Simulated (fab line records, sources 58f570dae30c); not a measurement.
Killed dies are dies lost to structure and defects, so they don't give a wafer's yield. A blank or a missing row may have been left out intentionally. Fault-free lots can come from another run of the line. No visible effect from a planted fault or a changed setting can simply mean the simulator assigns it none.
Problem report, 8D (eight disciplines) form, completed by code || flow berkeley_cmos170 || the parts of the form that need people (team, actions taken, sign-off) are left out

1. WHAT WENT WRONG
Wafers without a fault read 29.43 s, standard deviation 0.07; strip_time_to_endpoint_s at UCB170_PSD_STRIP_09 reads a mean of 28.27 s on 6 wafers belonging to 2 lots. That is -16 standard deviations from the usual mean.
The step: strips in O2.
Seen first at day 11 04:08 on plasma_asher-04, wafer L375.1. At this step, 42 wafers from 14 lots have a number in the record. By rule, "out" or "out of limits" means more than 4 standard deviations away from the usual mean. Any other wafer with a number is counted as sound.

2. WHAT IT IS, AND WHAT IT ISN'T
{"question": "which readings at this step", "is": "strip_time_to_endpoint_s", "is not": "drypump_motor_current_A"}
{"question": "which lots", "is": "L375, L377", "is not": "L358, L359, L360, L362, L365, L367, L368, L369, L371, L372, L376, L378"}
{"question": "which wafers of those lots", "is": "all that have a number", "is not": "-"}
{"question": "read on which tools", "is": "plasma_asher-01, plasma_asher-04", "is not": "plasma_asher-03"}
{"question": "when", "is": "from day 11 04:08", "is not": "up to then (30 sound wafers); but 6 sound wafers of L376, L378 came after"}

3. THE SUSPECTS, EACH WITH WHAT RULES IT OUT
Counting: a tool at a process step up to the reading stays a suspect if it ran every lot that is out and no sound lot after the first of them.
- litho_track-02 at UCB170_PSD_COAT_01 (resist thk 900 nm): kept. All lots that are out passed through it, beginning with L375 at day 11 03:08, and no sound lot followed; its final sound lot before that point was L372 at day 10 00:28.
Left after counting: litho_track-02 at UCB170_PSD_COAT_01.

4. THE CAUSE (what the simulator had put in)
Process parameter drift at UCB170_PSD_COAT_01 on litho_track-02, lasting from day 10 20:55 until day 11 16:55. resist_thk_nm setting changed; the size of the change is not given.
This tool alone remained once counting was done.

5. THE CHAIN OF EFFECTS, in route order
Rows list readings where the struck wafers' mean (over those with a number) sits beyond 3 standard deviations from the usual. Only readings whose record carries a usual standard deviation are examined. hours: median over the lots of the time between each lot's start at the first step of this table that gives one and its start at this step. sigmas: the change, counted in usual standard deviations.
{"hours": 0, "step": "UCB170_PSD_STRIP_09", "reading": "strip_time_to_endpoint_s", "usual": "29.43 s", "on struck wafers": 28.27, "change": -1.16, "sigmas": -16}
It contains these process steps:
- UCB170_PSD_STRIP_09: strips in O2.
At these later measuring or inspecting steps, every struck wafer for which the step has a row has a number for every such reading, and none has moved that far: UCB170_NSD_CD_MEAS_06, UCB170_NSD_OVL_MEAS_07.

6. WHAT WOULD HAVE CAUGHT IT SOONER
In this record no reading fell out of limits until day 11 04:08, 7 hours after the fault had begun at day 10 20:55.
Of the tool readings at UCB170_PSD_COAT_01 for which the record gives a usual standard deviation, none was out on any struck wafer, so an alarm limit of 4 standard deviations on them would not have fired.
Among the 2 lots that are out, L377 began UCB170_PSD_COAT_01 on litho_track-02 after day 11 04:08. Had the tool been put on hold then, it would have been spared.
